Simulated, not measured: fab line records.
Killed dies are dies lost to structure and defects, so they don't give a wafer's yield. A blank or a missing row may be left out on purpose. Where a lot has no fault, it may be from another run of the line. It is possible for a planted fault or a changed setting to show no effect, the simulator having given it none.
Which tool is to blame? / flow rit cmos / 11 lots, 33 wafers sampled, at 1 step of a route of 202

WHAT THE GAUGES SHOWED, per wafer
RIT_NWELL_TW_MEAS_10.
lot=L202; measured=day 1 22:43; on=film metro-04; NWELL_TW=2130 2130 2124
lot=L203; measured=day 2 03:07; on=film metro-04; NWELL_TW=2133 2128 2136
lot=L206; measured=day 2 18:06; on=film metro-04; NWELL_TW=2133 2131 2142
lot=L211; measured=day 3 17:48; on=film metro-01; NWELL_TW=2175 2179 2172
lot=L213; measured=day 4 05:28; on=film metro-04; NWELL_TW=2149 2138 2143
lot=L214; measured=day 4 10:13; on=film metro-02; NWELL_TW=2159 2170 2158
lot=L216; measured=day 4 19:05; on=film metro-01; NWELL_TW=2168 2177 2149
lot=L218; measured=day 5 05:22; on=film metro-02; NWELL_TW=2174 2183 2171
lot=L220; measured=day 5 15:56; on=film metro-04; NWELL_TW=2147 2129 2141
lot=L222; measured=day 6 00:57; on=film metro-01; NWELL_TW=2140 2149 2154
lot=L224; measured=day 6 11:59; on=film metro-04; NWELL_TW=2142 2134 2144

TOOL THAT RAN EACH LOT (tool first, then ch and the chambers of the sampled wafers, then the start)
There is no process step in the record ahead of these readings.

THE ANSWER, worked out from the rows above alone
Rule: usual is defined by the lots themselves. The widest of any qualifying gaps counts: lots, ordered by their means at a reading, are off when they make up no more than a third of the lots, leave a main group of 4 or more, and stand apart from it by 3 or more times the standard deviation of that group's means. Not used: any main group whose means are identical at the precision the tables above print for the reading. A lot without any number at a reading at which 4 lots or more have one is off too. Where the step has rows for the other lots, those lots are counted as sound.
Nothing can be told from this: no lot is off at any reading shown.

WHAT WAS PUT IN BY THE SIMULATOR
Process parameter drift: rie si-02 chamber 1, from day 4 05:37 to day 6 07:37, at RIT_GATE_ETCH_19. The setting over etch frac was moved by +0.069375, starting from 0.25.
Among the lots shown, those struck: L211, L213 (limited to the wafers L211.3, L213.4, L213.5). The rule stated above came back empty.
